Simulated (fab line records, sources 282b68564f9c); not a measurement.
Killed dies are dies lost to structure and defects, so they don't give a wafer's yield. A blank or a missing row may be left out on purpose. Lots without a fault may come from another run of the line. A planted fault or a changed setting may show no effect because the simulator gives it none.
A struck lot beside a sound one | flow rit_cmos | 19 steps out of a route of 202
Sound: wafers L212.2, L212.3, L212.4. Struck: wafers L228.1, L228.3, L228.6. The cause comes at the end.
At each step with rows: each side's tool, then ch and its chambers, then its first start. Under that, the readings that differ: sound wafers | struck wafers | difference of the means | sigmas: that difference in standard deviations of wafers without a fault.
alike: readings whose means differ by less than 2 such deviations, and words and numbers that are the same on both sides. not compared: withheld readings, readings that some wafer has no value for, bounds like >300 that may hide the same value, and numbers for which the record gives no deviation and whose values overlap.
The two part at a step that has a row with sigmas, a row that says differs or no value, or rows on one side only. Numbers that don't overlap but have no deviation are shown without sigmas and don't part them. A reading that every wafer of one side lacks parts them only if that side has two wafers or more.

first, 2 steps without rows for these wafers: RIT_NWELL_HARDBAKE_07 (time 120 s); RIT_NWELL_IMPLANT_08.
RIT_NWELL_STRIP_09: strips in O2, time 180 s.
  sound on plasma_asher-02 ch 0,1, day 1 22:33; struck on plasma_asher-03 ch 0, day 5 06:26
  alike: chamber_pressure_mTorr, drypump_motor_current_A
  not compared: rf_hours_counter_h
RIT_NWELL_TW_MEAS_10:
  sound on film_metro-04, day 1 22:44; struck on film_metro-01, day 5 06:37
  alike: NWELL_TW
then, 6 steps without rows for these wafers: RIT_PWELL_HMDS_00 (prime time 60 s); RIT_PWELL_COAT_01 (resist thk 1300 nm); RIT_PWELL_SOFTBAKE_02 (time 60 s); RIT_PWELL_EXPOSE_03 (exposes mask M3, target cd 43700 nm); RIT_PWELL_PEB_04; RIT_PWELL_DEVELOP_05 (develop time 68 s).
RIT_PWELL_OVL_MEAS_06:
  sound on overlay-01, day 1 23:50; struck on overlay-02, day 5 07:40
  alike: PWELL_OVL
then, 1 step without rows for these wafers: RIT_PWELL_HARDBAKE_07 (time 120 s).
RIT_PWELL_IMPLANT_08:
  sound on implanter-01 ch 0, day 2 00:08; struck on implanter-01 ch 0, day 5 07:58
  reading                   | sound                | struck               | difference | sigmas
  beam_energy_keV           | 170.07 170.06 170.05 | 124.33 124.32 124.16 | -45.79     | -99 or more
  model.implant.rp_nm (nm)  | 466.2 466.2 466.2    | 378 378 378          | -88        |
  model.implant.drp_nm (nm) | 102.9 102.9 102.9    | 91.23 91.23 91.23    | -11.67     |
  alike: beam_on_s
RIT_PWELL_STRIP_09: strips in O2, time 180 s.
  sound on plasma_asher-03 ch 0,1, day 2 00:16; struck on plasma_asher-02 ch 0,1, day 5 08:07
  alike: chamber_pressure_mTorr, drypump_motor_current_A
  not compared: rf_hours_counter_h
RIT_PWELL_TW_MEAS_10:
  sound on film_metro-01, day 2 00:27; struck on film_metro-02, day 5 08:17
  reading  | sound       | struck      | difference | sigmas
  PWELL_TW | 973 964 973 | 939 938 940 | -31        | -4
then, 1 step without rows for these wafers: RIT_WELLDRIVE_ANNEAL_00 (time 14700 s).
RIT_WELLDRIVE_RS_MEAS_01: measures by four-point-probe.
  sound on film_metro-02, day 2 05:36; struck on film_metro-01, day 5 13:51
  alike: NWELL_RS
RIT_WELLDRIVE_RS_MEAS_02: measures by four-point-probe.
  sound on film_metro-02, day 2 05:43; struck on film_metro-01, day 5 14:16
  reading           | sound             | struck            | difference | sigmas
  PWELL_RS (ohm/sq) | 430.0 430.9 430.9 | 442.1 442.6 440.9 | +11.3      | +9
  not compared: hold
RIT_M1_PROBE_99:
  sound on prober-01, day 3 15:34; struck on prober-01, day 7 03:25
  alike: killed_at_contacts, killed_at_front_end, killed_dies, killed_open, killed_short

WHERE THEY PART
First at RIT_PWELL_IMPLANT_08; last, within this record, at RIT_WELLDRIVE_RS_MEAS_02. Later steps at which nothing parts them and some readings are alike: RIT_M1_PROBE_99.

WHY: what the simulator had put in
Process parameter drift: implanter-01, from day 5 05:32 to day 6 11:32, at RIT_PWELL_IMPLANT_08. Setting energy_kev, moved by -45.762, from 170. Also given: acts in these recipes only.
